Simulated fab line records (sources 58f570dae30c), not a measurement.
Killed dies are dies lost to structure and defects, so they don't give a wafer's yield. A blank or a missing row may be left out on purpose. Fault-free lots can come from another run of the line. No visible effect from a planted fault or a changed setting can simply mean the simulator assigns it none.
What tool caused it?	flow berkeley_cmos170	Sampling: 7 lots, 21 wafers, 2 of 331 route steps

## WHAT EACH GAUGE READ, for each wafer
UCB170_ACTIVE_THK_MEAS_06.
lot	measured	on	ACTIVE_NITRIDE_THK (nm)
L275	day 4 20:00	film_metro-03	217.6 217.4 218.5
L277	day 4 20:03	film_metro-02	222.1 223.8 222.2
L279	day 5 10:37	film_metro-03	222.6 220.9 221.4
L282	day 6 01:49	film_metro-04	219.5 218.3 219.1
L287	day 6 22:35	film_metro-04	221.6 220.7 223.3
L289	day 7 09:26	film_metro-03	349.0 349.4 347.7
L292	day 7 22:58	film_metro-03	218.7 222.3 221.1

## TOOL THAT RAN EACH LOT (tool first, then ch and the chambers of the sampled wafers, then the start)
lot	UCB170_ACTIVE_CVD_05
L275	lpcvd-01 ch 0, day 4 18:04
L277	lpcvd-01 ch 0, day 4 18:04
L279	lpcvd-02 ch 0, day 5 08:41
L282	lpcvd-02 ch 1, day 5 23:55
L287	lpcvd-01 ch 1, day 6 20:40
L289	lpcvd-01 ch 1, day 7 07:30
L292	lpcvd-02 ch 1, day 7 21:01
- UCB170_ACTIVE_CVD_05: deposits Si3N4 from SiH2Cl2/NH3, target thk 220 nm, time 3300 s.

## THE ANSWER, worked out from the rows above alone
Rule: what is usual is taken from the lots themselves. Put in order of their means at a reading, lots are off if they are a third of the lots or fewer, leave a main group of 4 or more, and stand apart from it by a gap of 3 or more times the standard deviation of the main group's means; of several such gaps the widest counts. If all means in a main group match to the digits the tables above print for the reading, that group is not used. Also off: a lot with no number at a reading for which 4 or more lots have one. Any other lot the step has rows for is counted as sound.
Off: L289, at UCB170_ACTIVE_THK_MEAS_06 (ACTIVE_NITRIDE_THK). Mean 220.6 nm and standard deviation 1.7 in the main group.
A tool fits if, at a process step before that reading, it ran every lot that is off, and no sound lot after the first of them. The gauges at UCB170_ACTIVE_THK_MEAS_06 are tried like those tools. One fits: lpcvd-01 at UCB170_ACTIVE_CVD_05. Its last sound lot is L287 (day 6 20:40), its first lot that is off L289 (day 7 07:30): a fault that began between those two fits.

## WHAT HAD BEEN PUT IN BY THE SIMULATOR
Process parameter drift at UCB170_ACTIVE_CVD_05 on lpcvd-01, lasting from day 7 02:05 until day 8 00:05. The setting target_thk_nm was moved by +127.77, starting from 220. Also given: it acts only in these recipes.
Struck lots among those shown: L289. The same result came from the rule above.
